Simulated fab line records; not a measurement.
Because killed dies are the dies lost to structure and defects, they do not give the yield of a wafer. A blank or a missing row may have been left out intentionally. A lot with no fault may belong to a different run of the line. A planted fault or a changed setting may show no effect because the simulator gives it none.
Which tool was responsible? || flow berkeley-cmos170 || 14 lots with 42 wafers sampled at 4 steps, on a route of 331 steps

== WHAT THE GAUGES SHOWED, per wafer ==
UCB170_M1_CD_MEAS_90: the cd target is 700 nm.
{"lot": "L118", "measured": "day 6 23:53", "on": "cd-sem-02", "cd-nm (nm)": "692.6 696.0 697.2"}
{"lot": "L119", "measured": "day 7 12:29", "on": "cd-sem-01", "cd-nm (nm)": "702.1 699.6 697.2"}
{"lot": "L121", "measured": "day 7 12:55", "on": "cd-sem-02", "cd-nm (nm)": "692.3 700.0 691.5"}
{"lot": "L122", "measured": "day 7 13:09", "on": "cd-sem-01", "cd-nm (nm)": "695.1 697.3 695.6"}
{"lot": "L120", "measured": "day 7 13:52", "on": "cd-sem-02", "cd-nm (nm)": "699.1 699.0 701.9"}
{"lot": "L123", "measured": "day 8 01:26", "on": "cd-sem-01", "cd-nm (nm)": "696.6 696.1 695.2"}
{"lot": "L127", "measured": "day 9 05:20", "on": "cd-sem-01", "cd-nm (nm)": "702.1 701.4 702.5"}
{"lot": "L130", "measured": "day 10 03:40", "on": "cd-sem-02", "cd-nm (nm)": "700.1 699.2 697.4"}
{"lot": "L131", "measured": "day 10 04:43", "on": "cd-sem-02", "cd-nm (nm)": "695.3 695.6 696.8"}
{"lot": "L133", "measured": "day 10 12:56", "on": "cd-sem-02", "cd-nm (nm)": "702.2 701.1 702.7"}
{"lot": "L136", "measured": "day 11 10:44", "on": "cd-sem-01", "cd-nm (nm)": "702.5 702.2 696.5"}
{"lot": "L135", "measured": "day 11 11:26", "on": "cd-sem-01", "cd-nm (nm)": "700.0 699.6 695.1"}
{"lot": "L138", "measured": "day 11 15:13", "on": "cd-sem-02", "cd-nm (nm)": "701.1 699.8 697.7"}
{"lot": "L139", "measured": "day 11 18:23", "on": "cd-sem-01", "cd-nm (nm)": "694.6 697.1 694.5"}

UCB170_V1_CD_MEAS_12: the cd target is 700 nm.
{"lot": "L118", "measured": "day 7 08:27", "on": "cd-sem-01", "cd-nm (nm)": "702.0 700.7 701.5"}
{"lot": "L119", "measured": "day 8 00:27", "on": "cd-sem-02", "cd-nm (nm)": "699.3 699.4 699.9"}
{"lot": "L121", "measured": "day 8 00:35", "on": "cd-sem-01", "cd-nm (nm)": "700.6 699.1 699.6"}
{"lot": "L122", "measured": "day 8 00:52", "on": "cd-sem-02", "cd-nm (nm)": "699.9 699.1 699.8"}
{"lot": "L120", "measured": "day 8 00:41", "on": "cd-sem-02", "cd-nm (nm)": "699.8 700.5 700.0"}
{"lot": "L123", "measured": "day 8 07:39", "on": "cd-sem-02", "cd-nm (nm)": "700.4 698.7 699.1"}
{"lot": "L127", "measured": "day 9 12:28", "on": "cd-sem-02", "cd-nm (nm)": "711.1 710.2 711.5"}
{"lot": "L130", "measured": "day 10 10:22", "on": "cd-sem-01", "cd-nm (nm)": "711.3 712.6 710.7"}
{"lot": "L131", "measured": "day 10 10:27", "on": "cd-sem-02", "cd-nm (nm)": "700.1 700.4 700.9"}
{"lot": "L133", "measured": "day 10 21:07", "on": "cd-sem-01", "cd-nm (nm)": "702.6 702.9 701.3"}
{"lot": "L136", "measured": "day 11 16:49", "on": "cd-sem-02", "cd-nm (nm)": "701.9 702.2 701.6"}
{"lot": "L135", "measured": "day 11 17:16", "on": "cd-sem-02", "cd-nm (nm)": "699.7 698.7 697.4"}
{"lot": "L138", "measured": "day 12 01:13", "on": "cd-sem-01", "cd-nm (nm)": "698.7 698.2 697.0"}
{"lot": "L139", "measured": "day 11 22:41", "on": "cd-sem-02", "cd-nm (nm)": "699.1 698.7 699.3"}

UCB170_V2_THK_MEAS_01.
{"lot": "L118", "measured": "day 7 12:01", "on": "film-metro-01", "V2_TEOS_THK (nm)": "2035 2005 2063"}
{"lot": "L119", "measured": "day 8 04:05", "on": "film-metro-04", "V2_TEOS_THK (nm)": "2022 1985 1984"}
{"lot": "L121", "measured": "day 8 04:19", "on": "film-metro-03", "V2_TEOS_THK (nm)": "1992 2049 2012"}
{"lot": "L122", "measured": "day 8 04:43", "on": "film-metro-03", "V2_TEOS_THK (nm)": "2004 2009 2016"}
{"lot": "L120", "measured": "day 8 04:22", "on": "film-metro-01", "V2_TEOS_THK (nm)": "1979 2016 2054"}
{"lot": "L123", "measured": "day 8 11:40", "on": "film-metro-03", "V2_TEOS_THK (nm)": "2009 1997 1987"}
{"lot": "L127", "measured": "day 9 16:13", "on": "film-metro-04", "V2_TEOS_THK (nm)": "1977 2001 2008"}
{"lot": "L130", "measured": "day 10 14:15", "on": "film-metro-03", "V2_TEOS_THK (nm)": "1951 1955 1976"}
{"lot": "L131", "measured": "day 10 14:33", "on": "film-metro-04", "V2_TEOS_THK (nm)": "1944 1998 1948"}
{"lot": "L133", "measured": "day 11 00:59", "on": "film-metro-04", "V2_TEOS_THK (nm)": "1964 2006 2016"}
{"lot": "L136", "measured": "day 11 20:02", "on": "film-metro-03", "V2_TEOS_THK (nm)": "1962 1980 1987"}
{"lot": "L135", "measured": "day 11 20:37", "on": "film-metro-01", "V2_TEOS_THK (nm)": "1967 1994 1970"}
{"lot": "L138", "measured": "day 12 05:28", "on": "film-metro-01", "V2_TEOS_THK (nm)": "1989 1979 1996"}
{"lot": "L139", "measured": "day 12 02:07", "on": "film-metro-04", "V2_TEOS_THK (nm)": "1944 1960 1988"}

== EACH LOT AND THE TOOL THAT RAN IT (in order: tool; ch and the chambers of the sampled wafers; start) ==
{"lot": "L118", "UCB170_V1_PEB_10": "litho-track-03 ch 0, day 7 08:10"}
{"lot": "L119", "UCB170_V1_PEB_10": "litho-track-03 ch 0, day 8 00:11"}
{"lot": "L121", "UCB170_V1_PEB_10": "litho-track-01 ch 0, day 8 00:19"}
{"lot": "L122", "UCB170_V1_PEB_10": "litho-track-01 ch 0, day 8 00:35"}
{"lot": "L120", "UCB170_V1_PEB_10": "litho-track-03 ch 0, day 8 00:25"}
{"lot": "L123", "UCB170_V1_PEB_10": "litho-track-03 ch 0, day 8 07:23"}
{"lot": "L127", "UCB170_V1_PEB_10": "litho-track-03 ch 0, day 9 12:11"}
{"lot": "L130", "UCB170_V1_PEB_10": "litho-track-03 ch 0, day 10 10:03"}
{"lot": "L131", "UCB170_V1_PEB_10": "litho-track-01 ch 0, day 10 10:10"}
{"lot": "L133", "UCB170_V1_PEB_10": "litho-track-01 ch 0, day 10 20:51"}
{"lot": "L136", "UCB170_V1_PEB_10": "litho-track-01 ch 0, day 11 16:32"}
{"lot": "L135", "UCB170_V1_PEB_10": "litho-track-02 ch 0, day 11 16:59"}
{"lot": "L138", "UCB170_V1_PEB_10": "litho-track-01 ch 0, day 12 00:57"}
{"lot": "L139", "UCB170_V1_PEB_10": "litho-track-01 ch 0, day 11 22:25"}
- UCB170_V1_PEB_10

== AS READ BY THE TOOLS THEMSELVES (means over the sampled wafers that have a number; for cases with no such wafer, the mark the record gives instead) ==
The record holds no such reading with a usual standard deviation.

== THE ANSWER, worked out from the rows above alone ==
Rule: the lots themselves supply what counts as usual. The widest of any qualifying gaps counts: lots, ordered by their means at a reading, are off when they make up no more than a third of the lots, leave a main group of 4 or more, and stand apart from it by 3 or more times the standard deviation of that group's means. A main group whose means are all the same, to the digits that the tables above print for the reading, isn't used. Also off: a lot with no number at a reading for which 4 or more lots have one. The other lots that the step has rows for count as sound. The gauges are gone through in route order, then the tools' own readings, and for those a lot's mean is taken as printed above. The first step at which some lot is off is used, and at that step the reading that is off furthest; a lot without a number counts as furthest.
Off: L127, L130, at UCB170_V1_CD_MEAS_12 (cd-nm). The main group has a mean of 700.0 nm with a standard deviation of 1.3.
If a tool, at a process step before that reading, ran all the lots that are off and no sound lot after the first of them, it fits. Those tools and the gauges at UCB170_V1_CD_MEAS_12 are tried in the same way. One candidate fits, namely litho-track-03 at UCB170_V1_PEB_10. A fault onset in the window from L123 (day 8 07:23, its last sound lot) to L127 (day 9 12:11, its first lot off) fits.

== WHAT THE SIMULATOR PUT IN ==
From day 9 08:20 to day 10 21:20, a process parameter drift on litho-track-03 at UCB170_V1_PEB_10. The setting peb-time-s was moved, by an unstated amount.
Struck lots among those shown: L127, L130. Same finding as the rule above.
